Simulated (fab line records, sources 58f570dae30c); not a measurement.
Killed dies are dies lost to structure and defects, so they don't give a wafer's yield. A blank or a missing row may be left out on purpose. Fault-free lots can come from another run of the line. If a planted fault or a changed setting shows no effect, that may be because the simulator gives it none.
Tool commonality check | flow berkeley-cmos170 | 14 lots, 48 wafers sampled

WHY IT WAS OPENED
2 of 14 lots carry a flag on the reading PSD_RS at UCB170_SDANNEAL_RS_MEAS_02. No-fault wafers: 75.7 ohm/sq, standard deviation 0.31.
Rule: a lot gets a flag if all its wafers with a number sit over 4 standard deviations from that mean, or if no wafer of it has a number. The other lots count as sound.

lot  | measured     | on            | PSD_RS (ohm/sq), wafer by wafer | flag
L134 | day 7 01:26  | film-metro-04 | 75.5 75.7 75.4                  |
L135 | day 7 01:38  | film-metro-03 | 75.8 75.6 75.6                  |
L136 | day 7 16:49  | film-metro-04 | 75.3 75.2 75.2                  |
L138 | day 7 17:53  | film-metro-01 | 75.5 75.8 75.3                  |
L137 | day 7 19:47  | film-metro-03 | 75.7 75.6 75.8                  |
L140 | day 8 00:10  | film-metro-03 | 75.8 75.8 76.0                  |
L142 | day 8 22:37  | film-metro-04 | 75.7 75.8 75.5                  |
L144 | day 8 22:44  | film-metro-01 | 75.8 75.9 75.6                  |
L148 | day 9 13:09  | film-metro-03 | 65.8 65.7 65.3 65.8 65.4 65.4   | FLAGGED
L149 | day 9 13:16  | film-metro-01 | 75.8 75.9 75.9                  |
L147 | day 9 13:44  | film-metro-01 | 66.0 66.1 65.9 66.3 66.0 65.8   | FLAGGED
L150 | day 10 00:07 | film-metro-04 | 75.2 75.3 75.0                  |
L152 | day 10 11:16 | film-metro-04 | 75.8 75.7 75.9                  |
L153 | day 10 15:11 | film-metro-03 | 75.2 74.9 75.0                  |
The mean of the flagged lots' numbers is 65.8 ohm/sq, -9.9 ohm/sq from the usual (-32 standard deviations).

WHICH TOOL RAN EACH LOT
The record holds 2 process steps before the reading, out of a route of 331 steps. Cell contents, in order: the tool; ch with the chambers the sampled wafers went through; the start.
lot  | flag    | UCB170_ACTIVE_STRIP_16              | UCB170_SDANNEAL_RTA_01
L134 |         | plasma-asher-03 ch 0,1, day 4 09:14 | rtp-anneal-02 ch 0, day 7 01:22
L135 |         | plasma-asher-02 ch 0,1, day 4 15:18 | rtp-anneal-01 ch 0, day 7 01:34
L136 |         | plasma-asher-02 ch 0,1, day 4 18:23 | rtp-anneal-01 ch 0, day 7 16:46
L138 |         | plasma-asher-02 ch 1, day 5 01:40   | rtp-anneal-01 ch 0, day 7 17:50
L137 |         | plasma-asher-03 ch 0,1, day 5 01:54 | rtp-anneal-01 ch 0, day 7 19:43
L140 |         | plasma-asher-03 ch 0,1, day 5 17:14 | rtp-anneal-02 ch 0, day 8 00:06
L142 |         | plasma-asher-01 ch 0,1, day 6 10:52 | rtp-anneal-01 ch 0, day 8 22:33
L144 |         | plasma-asher-02 ch 0,1, day 6 15:08 | rtp-anneal-01 ch 0, day 8 22:41
L148 | FLAGGED | plasma-asher-03 ch 0,1, day 7 04:01 | rtp-anneal-02 ch 0, day 9 13:06
L149 |         | plasma-asher-03 ch 1, day 7 03:39   | rtp-anneal-01 ch 0, day 9 13:12
L147 | FLAGGED | plasma-asher-02 ch 0,1, day 7 03:46 | rtp-anneal-02 ch 0, day 9 13:39
L150 |         | plasma-asher-02 ch 0,1, day 7 13:28 | rtp-anneal-01 ch 0, day 10 00:02
L152 |         | plasma-asher-01 ch 0,1, day 8 00:35 | rtp-anneal-01 ch 0, day 10 11:11
L153 |         | plasma-asher-03 ch 0,1, day 8 10:13 | rtp-anneal-01 ch 0, day 10 15:07
These steps, and what they do:
- UCB170_ACTIVE_STRIP_16: strips in O2.
- UCB170_SDANNEAL_RTA_01: time 5 s.
- UCB170_SDANNEAL_RS_MEAS_02: measures by four-point-probe.

FLAGGED OVER TOTAL, TOOL BY TOOL (the gauges that took the reading come last)
step                       | tool            | lots run | flagged | share of the flagged lots | sound lots run after its first flagged lot
UCB170_ACTIVE_STRIP_16     | plasma-asher-01 | 2        | 0       | none                      | -
UCB170_ACTIVE_STRIP_16     | plasma-asher-02 | 6        | 1       | some                      | 1 (L150)
UCB170_ACTIVE_STRIP_16     | plasma-asher-03 | 6        | 1       | some                      | 1 (L153)
UCB170_SDANNEAL_RTA_01     | rtp-anneal-01   | 10       | 0       | none                      | -
UCB170_SDANNEAL_RTA_01     | rtp-anneal-02   | 4        | 2       | all                       | 0
UCB170_SDANNEAL_RS_MEAS_02 | film-metro-01   | 4        | 1       | some                      | 0
UCB170_SDANNEAL_RS_MEAS_02 | film-metro-03   | 5        | 1       | some                      | 1 (L153)
UCB170_SDANNEAL_RS_MEAS_02 | film-metro-04   | 5        | 0       | none                      | -

WHAT IS ALLOWED BY THE TABLE
Rows of the table that ran each flagged lot: 1, that is rtp-anneal-02 at UCB170_SDANNEAL_RTA_01.
- rtp-anneal-02 at UCB170_SDANNEAL_RTA_01 ran 4 lots, 2 of them flagged. A fault beginning between L140 (day 8 00:06), its last sound lot, and L148 (day 9 13:06), its first flagged one, fits the data. Its own readings (lamp-power-pct, wafer_temp_C_max) fall more than 4 standard deviations out on all wafers of the flagged lots.
Just one tool remains: rtp-anneal-02 at UCB170_SDANNEAL_RTA_01.

WHAT THE SIMULATOR PUT IN
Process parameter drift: rtp-anneal-02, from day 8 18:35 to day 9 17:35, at UCB170_SDANNEAL_RTA_01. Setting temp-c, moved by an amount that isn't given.
Struck lots among those shown: L148, L147. The same result came from the rule above.
